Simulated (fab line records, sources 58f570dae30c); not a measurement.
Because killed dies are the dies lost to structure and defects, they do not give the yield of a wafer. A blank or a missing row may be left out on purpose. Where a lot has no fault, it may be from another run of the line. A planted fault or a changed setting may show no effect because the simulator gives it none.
What tool caused it?	flow berkeley cmos170	Sampling: 6 lots, 18 wafers, 3 of 331 route steps

== WHAT EACH GAUGE READ, for each wafer ==
UCB170_M2_CD_MEAS_15: target cd 700 nm.
lot	measured	on	cd nm (nm)
L621	day 8 01:39	cd sem-02	701.7 701.8 702.6
L623	day 8 01:57	cd sem-02	700.3 701.3 700.5
L624	day 9 06:12	cd sem-02	699.8 700.0 700.4
L628	day 9 08:34	cd sem-01	700.4 699.3 699.6
L630	day 10 02:02	cd sem-01	698.2 697.2 697.9
L638	day 11 13:54	cd sem-01	690.7 691.7 686.7

== EACH LOT AND THE TOOL THAT RAN IT (in order: tool; ch and the chambers of the sampled wafers; start) ==
lot	UCB170_M2_SPUTTER_01	UCB170_M2_EXPOSE_12
L621	pvd sputter-02, day 7 22:29	krf scanner-02 ch 0, day 8 00:56
L623	pvd sputter-03, day 7 23:57	krf scanner-02 ch 0, day 8 01:34
L624	pvd sputter-01, day 9 01:52	krf scanner-02 ch 0, day 9 05:12
L628	pvd sputter-03, day 9 06:12	krf scanner-02 ch 0, day 9 08:09
L630	pvd sputter-01, day 9 22:08	krf scanner-02 ch 0, day 10 00:37
L638	pvd sputter-02, day 11 11:35	krf scanner-02 ch 0, day 11 13:26
- UCB170_M2_SPUTTER_01: material Al, target thk 900 nm, time 120 s.
- UCB170_M2_EXPOSE_12: exposes mask METAL2, target cd 700 nm.

== THE ANSWER, worked out from the rows above alone ==
Rule: usual is defined by the lots themselves. The widest of any qualifying gaps counts: lots, ordered by their means at a reading, are off when they make up no more than a third of the lots, leave a main group of 4 or more, and stand apart from it by 3 or more times the standard deviation of that group's means. A main group is skipped when, at the precision printed for the reading in the tables above, its means are all equal. Also off: a lot with no number at a reading for which 4 or more lots have one. Any other lot the step has rows for is counted as sound.
Off, at UCB170_M2_CD_MEAS_15 on cd nm: L638. Mean 700.1 nm and standard deviation 1.4 in the main group.
If a tool, at a process step before that reading, ran all the lots that are off and no sound lot after the first of them, it fits. Gauges at UCB170_M2_CD_MEAS_15: tried the same way as those tools. Can't be told from this: 3 tools fit, pvd sputter-02 at UCB170_M2_SPUTTER_01, krf scanner-02 at UCB170_M2_EXPOSE_12, cd sem-01 at UCB170_M2_CD_MEAS_15.

== WHAT THE SIMULATOR HAD INSERTED ==
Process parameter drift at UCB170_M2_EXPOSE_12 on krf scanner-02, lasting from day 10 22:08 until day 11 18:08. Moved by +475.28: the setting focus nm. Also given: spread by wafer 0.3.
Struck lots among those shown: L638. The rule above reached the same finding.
